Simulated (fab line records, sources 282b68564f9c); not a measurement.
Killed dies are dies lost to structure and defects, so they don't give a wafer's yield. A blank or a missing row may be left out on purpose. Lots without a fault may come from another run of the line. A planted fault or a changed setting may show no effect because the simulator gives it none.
Split-lot experiment | flow rit_cmos | 5 lots, 23 wafers read, on a route of 202 steps

THE SPLIT
At RIT_M1_DEVELOP_08 (develop time 68 s), the setting develop_time_s was moved away from the recipe's 68 s on 10 of the 23 wafers read, by -14.8% to +5.1%. The other wafers ran this setting at the recipe's value.

FROM THE SPLIT TO THE READING: what the file shows between them, 5 steps
- RIT_M1_CD_MEAS_09: target cd 2600 nm
- RIT_M1_HARDBAKE_11: time 120 s
- RIT_M1_METAL_ETCH_12: etches Al in Cl2/BCl3, stops on SiO2, time 165 s, target depth 600 nm (also split here: time_s)
- RIT_M1_STRIP_13: strips in nmp, time 600 s
- RIT_M1_STRIP_14: strips in O2, time 180 s

THE READING
cd_nm, in nm, at RIT_M1_CD_MEAS_90 (target cd 2600 nm). Fault-free wafers of this fab line usually give 2601.1 nm, standard deviation 2.1 nm.

wafer  | tool, chamber at the split | develop_time_s as run, s | against the recipe | cd_nm, nm | against lot-mates on the recipe
L078.2 | litho_track-03, 0          | 60.73                    | -10.7%             | 2611.8    | +11.2
L078.3 | litho_track-03, 0          | 60.73                    | -10.7%             | 2612.5    | +11.9
L078.4 | litho_track-03, 0          | 60.73                    | -10.7%             | 2612.0    | +11.4
L078.5 | litho_track-03, 0          | 68                       | recipe             | 2601.2    | -
L078.6 | litho_track-03, 0          | 68                       | recipe             | 2600.1    | -
L080.2 | litho_track-01, 0          | 68                       | recipe             | 2597.7    | -
L080.4 | litho_track-01, 0          | 68                       | recipe             | 2600.0    | -
L080.6 | litho_track-01, 0          | 68                       | recipe             | 2602.6    | -
L082.1 | litho_track-01, 0          | 68                       | recipe             | 2602.1    | -
L082.2 | litho_track-01, 0          | 57.91                    | -14.8%             | 2621.3    | +21.4
L082.3 | litho_track-01, 0          | 57.91                    | -14.8%             | 2614.6    | +14.7
L082.4 | litho_track-01, 0          | 68                       | recipe             | 2600.3    | -
L082.5 | litho_track-01, 0          | 68                       | recipe             | 2597.4    | -
L083.1 | litho_track-02, 0          | 68                       | recipe             | 2602.2    | -
L083.2 | litho_track-02, 0          | 68                       | recipe             | 2594.6    | -
L083.3 | litho_track-02, 0          | 68                       | recipe             | 2600.0    | -
L083.4 | litho_track-02, 0          | 71.48                    | +5.1%              | 2591.5    | -7.4
L083.6 | litho_track-02, 0          | 71.48                    | +5.1%              | 2599.3    | +0.4
L084.2 | litho_track-02, 0          | 65.29                    | -4.0%              | 2608.1    | +9.8
L084.3 | litho_track-02, 0          | 68                       | recipe             | 2596.1    | -
L084.4 | litho_track-02, 0          | 65.29                    | -4.0%              | 2603.9    | +5.6
L084.5 | litho_track-02, 0          | 68                       | recipe             | 2600.5    | -
L084.6 | litho_track-02, 0          | 65.29                    | -4.0%              | 2607.2    | +8.9

THE FIT
A straight line over all 23 wafers: cd_nm changes by -1.17 nm for each +1% of develop_time_s; r = -0.93; the points scatter about the line by 2.7 nm.
The same after taking each lot's own level away (the mean of its wafers on the recipe; 23 wafers): -1.12 nm for each +1%; r = -0.92; scatter 2.8 nm.
On that fit, the largest move of develop_time_s shifts the reading by 17 nm.
The lots' own levels span 2598.30 to 2600.65 nm, that is 1.1 times the standard deviation above.
So the lot-to-lot level changes the slope little: the two slopes agree.
Check: with one of the wafers moved furthest among these (-14.8%) left out of the fit, the line predicts +16 nm for it against its lot-mates. It came out at +21.4 nm against them.

OTHER SPLITS ON THESE WAFERS
These wafers also went through other splits before the reading. Each is held against what the fit with the lots' levels taken away leaves over:
other split on the same wafers | wafers away from the commonest value | r with cd_nm (lot level and that fit taken away)
RIT_M1_METAL_ETCH_12 time_s    | 9                                    | -0.32

THE WHOLE CHAIN: every reading that the file lists as answering this split, in the file's order
step                 | what it does                                                          | reading                                                   | change (the file's fit)              | r (the file's)
RIT_M1_CD_MEAS_09    | target cd 2600 nm                                                     | cd_nm                                                     | -1.15 nm for each +1% of the setting | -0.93
RIT_M1_METAL_ETCH_12 | etches Al in Cl2/BCl3, stops on SiO2, time 165 s, target depth 600 nm | M1.cd_nm (the simulator's own value, which no gauge read) | -1.16 nm for each +1% of the setting | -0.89
RIT_M1_CD_MEAS_90    | target cd 2600 nm                                                     | cd_nm                                                     | -1.17 nm for each +1% of the setting | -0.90

THE FILE'S OWN FIT
cd_nm changes by -1.17 nm for each +1% of develop_time_s, r = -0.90.
